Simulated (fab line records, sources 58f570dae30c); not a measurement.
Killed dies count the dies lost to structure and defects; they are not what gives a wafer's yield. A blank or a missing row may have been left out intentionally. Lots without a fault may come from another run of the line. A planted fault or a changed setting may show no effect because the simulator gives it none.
The tool behind it: which one? / flow berkeleyCmos170 / 72 wafers from 24 lots sampled at 5 of the route's 331 steps

## WHAT THE GAUGES SHOWED, per wafer
UCB170_PFIELD_TW_MEAS_09. Usual: PFIELD_TW 601, standard deviation 6.4.
lot=L074; measured=day 4 10:18; on=filmMetro-04; PFIELD_TW=610 609 607; flag=
lot=L075; measured=day 4 10:04; on=filmMetro-03; PFIELD_TW=593 597 593; flag=
lot=L076; measured=day 4 19:17; on=filmMetro-03; PFIELD_TW=594 595 591; flag=
lot=L077; measured=day 4 18:52; on=filmMetro-04; PFIELD_TW=606 606 606; flag=
lot=L078; measured=day 5 07:12; on=filmMetro-04; PFIELD_TW=611 608 609; flag=
lot=L079; measured=day 5 12:14; on=filmMetro-03; PFIELD_TW=597 591 595; flag=
lot=L080; measured=day 5 12:41; on=filmMetro-04; PFIELD_TW=609 609 609; flag=
lot=L081; measured=day 6 02:57; on=filmMetro-03; PFIELD_TW=594 599 596; flag=
lot=L082; measured=day 6 03:12; on=filmMetro-03; PFIELD_TW=596 596 597; flag=
lot=L083; measured=day 6 09:12; on=filmMetro-03; PFIELD_TW=597 596 598; flag=
lot=L085; measured=day 6 14:12; on=filmMetro-04; PFIELD_TW=609 611 610; flag=
lot=L084; measured=day 6 13:58; on=filmMetro-03; PFIELD_TW=595 593 597; flag=
lot=L086; measured=day 7 05:59; on=filmMetro-03; PFIELD_TW=596 594 596; flag=
lot=L087; measured=day 7 05:08; on=filmMetro-04; PFIELD_TW=607 608 610; flag=
lot=L088; measured=day 7 05:43; on=filmMetro-03; PFIELD_TW=594 594 593; flag=
lot=L089; measured=day 7 16:58; on=filmMetro-02; PFIELD_TW=602 599 602; flag=
lot=L090; measured=day 7 16:43; on=filmMetro-04; PFIELD_TW=610 609 608; flag=
lot=L091; measured=day 7 17:15; on=filmMetro-03; PFIELD_TW=597 595 597; flag=
lot=L092; measured=day 7 21:45; on=filmMetro-03; PFIELD_TW=596 593 595; flag=
lot=L093; measured=day 8 10:46; on=filmMetro-03; PFIELD_TW=597 593 595; flag=
lot=L094; measured=day 8 18:59; on=filmMetro-03; PFIELD_TW=599 598 601; flag=
lot=L095; measured=day 8 18:46; on=filmMetro-02; PFIELD_TW=600 599 600; flag=
lot=L096; measured=day 8 18:34; on=filmMetro-04; PFIELD_TW=606 606 609; flag=
lot=L097; measured=day 9 04:16; on=filmMetro-04; PFIELD_TW=608 608 609; flag=

UCB170_PVT_OVL_MEAS_06. Usual: PVT_OVL 2 nm, standard deviation 5.5.
lot=L074; measured=day 5 13:58; on=overlay-02; PVT_OVL (nm)=5 -5 -3; flag=
lot=L075; measured=day 5 14:05; on=overlay-02; PVT_OVL (nm)=-2 -4 6; flag=
lot=L076; measured=day 5 18:09; on=overlay-02; PVT_OVL (nm)=2 3 -6; flag=
lot=L077; measured=day 5 17:43; on=overlay-02; PVT_OVL (nm)=7 11 7; flag=
lot=L078; measured=day 6 08:08; on=overlay-02; PVT_OVL (nm)=-7 -2 -4; flag=
lot=L079; measured=day 6 14:14; on=overlay-02; PVT_OVL (nm)=3 1 -7; flag=
lot=L080; measured=day 6 14:07; on=overlay-02; PVT_OVL (nm)=3 2 -1; flag=
lot=L081; measured=day 7 04:35; on=overlay-02; PVT_OVL (nm)=0 5 4; flag=
lot=L082; measured=day 7 04:34; on=overlay-01; PVT_OVL (nm)=8 -2 7; flag=
lot=L083; measured=day 7 16:17; on=overlay-01; PVT_OVL (nm)=8 -4 -4; flag=
lot=L085; measured=day 7 21:07; on=overlay-02; PVT_OVL (nm)=-10 -5 -12; flag=
lot=L084; measured=day 7 20:51; on=overlay-02; PVT_OVL (nm)=8 -2 -2; flag=
lot=L086; measured=day 8 13:08; on=overlay-01; PVT_OVL (nm)=1 3 3; flag=
lot=L087; measured=day 8 13:55; on=overlay-01; PVT_OVL (nm)=3 6 5; flag=
lot=L088; measured=day 8 13:41; on=overlay-02; PVT_OVL (nm)=2 -7 4; flag=
lot=L089; measured=day 9 03:47; on=overlay-02; PVT_OVL (nm)=1 -4 5; flag=
lot=L090; measured=day 9 03:32; on=overlay-01; PVT_OVL (nm)=3 7 0; flag=
lot=L091; measured=day 9 04:04; on=overlay-02; PVT_OVL (nm)=-2 -1 1; flag=
lot=L092; measured=day 9 08:03; on=overlay-01; PVT_OVL (nm)=14 14 4; flag=
lot=L093; measured=day 9 19:16; on=overlay-01; PVT_OVL (nm)=0 3 -1; flag=
lot=L094; measured=day 10 03:08; on=overlay-01; PVT_OVL (nm)=5 13 8; flag=
lot=L095; measured=day 10 03:37; on=overlay-01; PVT_OVL (nm)=2 -8 9; flag=
lot=L096; measured=day 10 03:45; on=overlay-02; PVT_OVL (nm)=10 7 5; flag=
lot=L097; measured=day 10 15:24; on=overlay-01; PVT_OVL (nm)=-6 0 2; flag=

UCB170_NSD_OVL_MEAS_07. Usual: NSD_OVL -3 nm, standard deviation 5.
lot=L074; measured=day 6 22:08; on=overlay-02; NSD_OVL (nm)=-3 -5 -4; flag=
lot=L075; measured=day 6 21:44; on=overlay-02; NSD_OVL (nm)=-5 -5 -8; flag=
lot=L076; measured=day 6 21:59; on=overlay-02; NSD_OVL (nm)=-5 -4 -3; flag=
lot=L077; measured=day 6 21:52; on=overlay-02; NSD_OVL (nm)=-4 0 -8; flag=
lot=L078; measured=day 7 08:14; on=overlay-02; NSD_OVL (nm)=0 7 -4; flag=
lot=L079; measured=day 7 19:47; on=overlay-01; NSD_OVL (nm)=-5 -1 0; flag=
lot=L080; measured=day 7 20:18; on=overlay-02; NSD_OVL (nm)=-12 -6 -5; flag=
lot=L081; measured=day 8 10:41; on=overlay-01; NSD_OVL (nm)=-5 -2 -5; flag=
lot=L082; measured=day 8 12:26; on=overlay-01; NSD_OVL (nm)=-1 -1 0; flag=
lot=L083; measured=day 8 15:58; on=overlay-01; NSD_OVL (nm)=0 -6 -11; flag=
lot=L085; measured=day 9 04:35; on=overlay-02; NSD_OVL (nm)=0 -2 3; flag=
lot=L084; measured=day 9 04:28; on=overlay-02; NSD_OVL (nm)=0 -5 0; flag=
lot=L086; measured=day 9 13:44; on=overlay-01; NSD_OVL (nm)=8 1 2; flag=
lot=L087; measured=day 9 14:25; on=overlay-02; NSD_OVL (nm)=-2 3 1; flag=
lot=L088; measured=day 9 14:17; on=overlay-01; NSD_OVL (nm)=0 7 3; flag=
lot=L089; measured=day 10 06:06; on=overlay-01; NSD_OVL (nm)=5 3 5; flag=
lot=L090; measured=day 10 05:56; on=overlay-02; NSD_OVL (nm)=-9 -5 -9; flag=
lot=L091; measured=day 10 06:23; on=overlay-01; NSD_OVL (nm)=-2 -5 -7; flag=
lot=L092; measured=day 10 12:58; on=overlay-02; NSD_OVL (nm)=-6 5 -2; flag=
lot=L093; measured=day 11 02:39; on=overlay-02; NSD_OVL (nm)=-7 -5 -7; flag=
lot=L094; measured=day 11 06:58; on=overlay-02; NSD_OVL (nm)=-16 -15 -7; flag=
lot=L095; measured=day 11 07:26; on=overlay-02; NSD_OVL (nm)=5 -4 -1; flag=
lot=L096; measured=day 11 07:13; on=overlay-01; NSD_OVL (nm)=-7 -9 2; flag=
lot=L097; measured=day 11 17:53; on=overlay-02; NSD_OVL (nm)=3 6 3; flag=

## TOOL THAT RAN EACH LOT (tool first, then ch and the chambers of the sampled wafers, then the start)
lot=L074; UCB170_ZERO_ETCH_06=rieDiel-04 ch 0,1, day 1 17:17; UCB170_PFIELD_STRIP_08=plasmaAsher-02 ch 0,1, day 4 10:11
lot=L075; UCB170_ZERO_ETCH_06=rieDiel-01 ch 1,2,3, day 2 00:32; UCB170_PFIELD_STRIP_08=plasmaAsher-04 ch 0, day 4 09:57
lot=L076; UCB170_ZERO_ETCH_06=rieDiel-04 ch 0,1, day 2 05:06; UCB170_PFIELD_STRIP_08=plasmaAsher-03 ch 0,1, day 4 19:12
lot=L077; UCB170_ZERO_ETCH_06=rieDiel-01 ch 0,1,3, day 2 09:35; UCB170_PFIELD_STRIP_08=plasmaAsher-04 ch 0,1, day 4 18:46
lot=L078; UCB170_ZERO_ETCH_06=rieDiel-04 ch 1,2,3, day 2 14:49; UCB170_PFIELD_STRIP_08=plasmaAsher-04 ch 0,1, day 5 07:06
lot=L079; UCB170_ZERO_ETCH_06=rieDiel-01 ch 0,1,3, day 2 21:16; UCB170_PFIELD_STRIP_08=plasmaAsher-02 ch 0,1, day 5 12:08
lot=L080; UCB170_ZERO_ETCH_06=rieDiel-01 ch 0,1,2, day 3 04:05; UCB170_PFIELD_STRIP_08=plasmaAsher-02 ch 1, day 5 12:35
lot=L081; UCB170_ZERO_ETCH_06=rieDiel-03 ch 1,2, day 3 08:28; UCB170_PFIELD_STRIP_08=plasmaAsher-02 ch 0,1, day 6 02:52
lot=L082; UCB170_ZERO_ETCH_06=rieDiel-04 ch 0,2, day 3 12:26; UCB170_PFIELD_STRIP_08=plasmaAsher-03 ch 0,1, day 6 03:06
lot=L083; UCB170_ZERO_ETCH_06=rieDiel-01 ch 0,1,2, day 3 18:07; UCB170_PFIELD_STRIP_08=plasmaAsher-02 ch 0,1, day 6 09:07
lot=L085; UCB170_ZERO_ETCH_06=rieDiel-04 ch 0,1,3, day 4 00:07; UCB170_PFIELD_STRIP_08=plasmaAsher-03 ch 0,1, day 6 14:05
lot=L084; UCB170_ZERO_ETCH_06=rieDiel-01 ch 2,3, day 4 00:23; UCB170_PFIELD_STRIP_08=plasmaAsher-03 ch 0,1, day 6 13:53
lot=L086; UCB170_ZERO_ETCH_06=rieDiel-03 ch 0,2, day 4 08:11; UCB170_PFIELD_STRIP_08=plasmaAsher-04 ch 0,1, day 7 05:53
lot=L087; UCB170_ZERO_ETCH_06=rieDiel-03 ch 1,2,3, day 4 15:44; UCB170_PFIELD_STRIP_08=plasmaAsher-02 ch 0,1, day 7 05:02
lot=L088; UCB170_ZERO_ETCH_06=rieDiel-04 ch 0,2, day 4 15:55; UCB170_PFIELD_STRIP_08=plasmaAsher-02 ch 0,1, day 7 05:37
lot=L089; UCB170_ZERO_ETCH_06=rieDiel-04 ch 1,2, day 4 23:45; UCB170_PFIELD_STRIP_08=plasmaAsher-02 ch 0,1, day 7 16:52
lot=L090; UCB170_ZERO_ETCH_06=rieDiel-03 ch 0,3, day 5 03:07; UCB170_PFIELD_STRIP_08=plasmaAsher-04 ch 0,1, day 7 16:38
lot=L091; UCB170_ZERO_ETCH_06=rieDiel-01 ch 0,2, day 5 05:55; UCB170_PFIELD_STRIP_08=plasmaAsher-04 ch 0,1, day 7 17:08
lot=L092; UCB170_ZERO_ETCH_06=rieDiel-04 ch 1,2,3, day 5 12:40; UCB170_PFIELD_STRIP_08=plasmaAsher-03 ch 0,1, day 7 21:39
lot=L093; UCB170_ZERO_ETCH_06=rieDiel-01 ch 1,2,3, day 5 17:09; UCB170_PFIELD_STRIP_08=plasmaAsher-03 ch 0,1, day 8 10:40
lot=L094; UCB170_ZERO_ETCH_06=rieDiel-03 ch 0,1,2, day 6 01:38; UCB170_PFIELD_STRIP_08=plasmaAsher-04 ch 0,1, day 8 18:53
lot=L095; UCB170_ZERO_ETCH_06=rieDiel-03 ch 0,1,3, day 6 04:31; UCB170_PFIELD_STRIP_08=plasmaAsher-03 ch 0,1, day 8 18:40
lot=L096; UCB170_ZERO_ETCH_06=rieDiel-04 ch 0,2,3, day 6 06:20; UCB170_PFIELD_STRIP_08=plasmaAsher-02 ch 0,1, day 8 18:29
lot=L097; UCB170_ZERO_ETCH_06=rieDiel-04 ch 0,3, day 6 12:19; UCB170_PFIELD_STRIP_08=plasmaAsher-03 ch 0,1, day 9 04:09
- UCB170_ZERO_ETCH_06: etches SiO2 in CHF3/CF4/Ar, time 12 s.
- UCB170_PFIELD_STRIP_08: strips in O2.

## WHAT THE TOOLS THEMSELVES READ (means of the sampled wafers that have a number; where no wafer has one, the mark that the record gives instead)
UCB170_ZERO_ETCH_06. Usual: drypumpMotorCurrentA 5.8 A, standard deviation 0.43; oesProductAu 0.633 a.u., standard deviation 0.01; throttleValvePct 9.27 %, standard deviation 0.16.
lot=L074; tool=rieDiel-04; drypumpMotorCurrentA (A)=5.7; oesProductAu (a.u.)=0.642; throttleValvePct (%)=9.21; flag=
lot=L075; tool=rieDiel-01; drypumpMotorCurrentA (A)=6.0; oesProductAu (a.u.)=0.623; throttleValvePct (%)=9.37; flag=
lot=L076; tool=rieDiel-04; drypumpMotorCurrentA (A)=5.7; oesProductAu (a.u.)=0.640; throttleValvePct (%)=9.21; flag=
lot=L077; tool=rieDiel-01; drypumpMotorCurrentA (A)=5.9; oesProductAu (a.u.)=0.627; throttleValvePct (%)=9.37; flag=
lot=L078; tool=rieDiel-04; drypumpMotorCurrentA (A)=5.5; oesProductAu (a.u.)=0.638; throttleValvePct (%)=9.14; flag=
lot=L079; tool=rieDiel-01; drypumpMotorCurrentA (A)=5.9; oesProductAu (a.u.)=0.625; throttleValvePct (%)=9.38; flag=
lot=L080; tool=rieDiel-01; drypumpMotorCurrentA (A)=6.1; oesProductAu (a.u.)=0.625; throttleValvePct (%)=9.46; flag=
lot=L081; tool=rieDiel-03; drypumpMotorCurrentA (A)=5.7; oesProductAu (a.u.)=0.636; throttleValvePct (%)=9.34; flag=
lot=L082; tool=rieDiel-04; drypumpMotorCurrentA (A)=5.7; oesProductAu (a.u.)=0.639; throttleValvePct (%)=9.23; flag=
lot=L083; tool=rieDiel-01; drypumpMotorCurrentA (A)=6.1; oesProductAu (a.u.)=0.622; throttleValvePct (%)=9.47; flag=
lot=L085; tool=rieDiel-04; drypumpMotorCurrentA (A)=5.5; oesProductAu (a.u.)=0.639; throttleValvePct (%)=9.17; flag=
lot=L084; tool=rieDiel-01; drypumpMotorCurrentA (A)=5.7; oesProductAu (a.u.)=0.631; throttleValvePct (%)=9.26; flag=
lot=L086; tool=rieDiel-03; drypumpMotorCurrentA (A)=5.8; oesProductAu (a.u.)=0.629; throttleValvePct (%)=9.30; flag=
lot=L087; tool=rieDiel-03; drypumpMotorCurrentA (A)=5.8; oesProductAu (a.u.)=0.633; throttleValvePct (%)=9.33; flag=
lot=L088; tool=rieDiel-04; drypumpMotorCurrentA (A)=5.5; oesProductAu (a.u.)=0.642; throttleValvePct (%)=9.30; flag=
lot=L089; tool=rieDiel-04; drypumpMotorCurrentA (A)=6.0; oesProductAu (a.u.)=0.635; throttleValvePct (%)=9.04; flag=
lot=L090; tool=rieDiel-03; drypumpMotorCurrentA (A)=6.3; oesProductAu (a.u.)=0.625; throttleValvePct (%)=9.31; flag=
lot=L091; tool=rieDiel-01; drypumpMotorCurrentA (A)=6.0; oesProductAu (a.u.)=0.630; throttleValvePct (%)=9.46; flag=
lot=L092; tool=rieDiel-04; drypumpMotorCurrentA (A)=5.5; oesProductAu (a.u.)=0.642; throttleValvePct (%)=9.15; flag=
lot=L093; tool=rieDiel-01; drypumpMotorCurrentA (A)=6.0; oesProductAu (a.u.)=0.627; throttleValvePct (%)=9.37; flag=
lot=L094; tool=rieDiel-03; drypumpMotorCurrentA (A)=6.1; oesProductAu (a.u.)=0.635; throttleValvePct (%)=9.37; flag=
lot=L095; tool=rieDiel-03; drypumpMotorCurrentA (A)=6.2; oesProductAu (a.u.)=0.629; throttleValvePct (%)=9.34; flag=
lot=L096; tool=rieDiel-04; drypumpMotorCurrentA (A)=5.3; oesProductAu (a.u.)=0.637; throttleValvePct (%)=9.26; flag=
lot=L097; tool=rieDiel-04; drypumpMotorCurrentA (A)=5.3; oesProductAu (a.u.)=0.634; throttleValvePct (%)=9.30; flag=

UCB170_PFIELD_STRIP_08. Usual: drypumpMotorCurrentA 5.8 A, standard deviation 0.49; oesProductAu 0.734 a.u., standard deviation 0.0045; stripTimeToEndpointS 21.63 s, standard deviation 0.053.
lot=L074; tool=plasmaAsher-02; drypumpMotorCurrentA (A)=5.8; oesProductAu (a.u.)=0.738; stripTimeToEndpointS (s)=21.62; flag=
lot=L075; tool=plasmaAsher-04; drypumpMotorCurrentA (A)=5.1; oesProductAu (a.u.)=0.737; stripTimeToEndpointS (s)=21.67; flag=
lot=L076; tool=plasmaAsher-03; drypumpMotorCurrentA (A)=5.7; oesProductAu (a.u.)=0.735; stripTimeToEndpointS (s)=21.57; flag=
lot=L077; tool=plasmaAsher-04; drypumpMotorCurrentA (A)=5.9; oesProductAu (a.u.)=0.731; stripTimeToEndpointS (s)=21.55; flag=
lot=L078; tool=plasmaAsher-04; drypumpMotorCurrentA (A)=5.9; oesProductAu (a.u.)=0.734; stripTimeToEndpointS (s)=21.66; flag=
lot=L079; tool=plasmaAsher-02; drypumpMotorCurrentA (A)=5.8; oesProductAu (a.u.)=0.734; stripTimeToEndpointS (s)=21.65; flag=
lot=L080; tool=plasmaAsher-02; drypumpMotorCurrentA (A)=6.5; oesProductAu (a.u.)=0.738; stripTimeToEndpointS (s)=21.64; flag=
lot=L081; tool=plasmaAsher-02; drypumpMotorCurrentA (A)=6.1; oesProductAu (a.u.)=0.732; stripTimeToEndpointS (s)=21.69; flag=
lot=L082; tool=plasmaAsher-03; drypumpMotorCurrentA (A)=5.9; oesProductAu (a.u.)=0.736; stripTimeToEndpointS (s)=21.69; flag=
lot=L083; tool=plasmaAsher-02; drypumpMotorCurrentA (A)=5.8; oesProductAu (a.u.)=0.730; stripTimeToEndpointS (s)=21.63; flag=
lot=L085; tool=plasmaAsher-03; drypumpMotorCurrentA (A)=5.7; oesProductAu (a.u.)=0.734; stripTimeToEndpointS (s)=21.61; flag=
lot=L084; tool=plasmaAsher-03; drypumpMotorCurrentA (A)=5.8; oesProductAu (a.u.)=0.731; stripTimeToEndpointS (s)=21.59; flag=
lot=L086; tool=plasmaAsher-04; drypumpMotorCurrentA (A)=5.5; oesProductAu (a.u.)=0.734; stripTimeToEndpointS (s)=21.66; flag=
lot=L087; tool=plasmaAsher-02; drypumpMotorCurrentA (A)=6.2; oesProductAu (a.u.)=0.733; stripTimeToEndpointS (s)=21.67; flag=
lot=L088; tool=plasmaAsher-02; drypumpMotorCurrentA (A)=5.8; oesProductAu (a.u.)=0.728; stripTimeToEndpointS (s)=21.67; flag=
lot=L089; tool=plasmaAsher-02; drypumpMotorCurrentA (A)=6.1; oesProductAu (a.u.)=0.734; stripTimeToEndpointS (s)=21.56; flag=
lot=L090; tool=plasmaAsher-04; drypumpMotorCurrentA (A)=5.9; oesProductAu (a.u.)=0.734; stripTimeToEndpointS (s)=21.62; flag=
lot=L091; tool=plasmaAsher-04; drypumpMotorCurrentA (A)=5.9; oesProductAu (a.u.)=0.735; stripTimeToEndpointS (s)=21.57; flag=
lot=L092; tool=plasmaAsher-03; drypumpMotorCurrentA (A)=5.9; oesProductAu (a.u.)=0.739; stripTimeToEndpointS (s)=21.63; flag=
lot=L093; tool=plasmaAsher-03; drypumpMotorCurrentA (A)=5.7; oesProductAu (a.u.)=0.732; stripTimeToEndpointS (s)=21.60; flag=
lot=L094; tool=plasmaAsher-04; drypumpMotorCurrentA (A)=5.9; oesProductAu (a.u.)=0.731; stripTimeToEndpointS (s)=21.68; flag=
lot=L095; tool=plasmaAsher-03; drypumpMotorCurrentA (A)=5.7; oesProductAu (a.u.)=0.736; stripTimeToEndpointS (s)=21.71; flag=
lot=L096; tool=plasmaAsher-02; drypumpMotorCurrentA (A)=6.2; oesProductAu (a.u.)=0.738; stripTimeToEndpointS (s)=21.67; flag=
lot=L097; tool=plasmaAsher-03; drypumpMotorCurrentA (A)=5.7; oesProductAu (a.u.)=0.739; stripTimeToEndpointS (s)=21.62; flag=

## THE ANSWER, worked out from the rows above alone
Rule: a lot is off if the mean of its wafers that have a number lies more than 3 standard deviations from the usual mean. A lot without any number at a reading at which 4 lots or more have one is off too. The other lots that the step has rows for count as sound. Order of review: gauges by route order, followed by the tools' own readings, for which a lot's mean as printed above is used. At the first step where some lot is off, the reading lying furthest off is the one used; lots without a number count as furthest.
Nothing can be told from this: no lot is off at any reading shown.

## WHAT THE SIMULATOR HAD INSERTED
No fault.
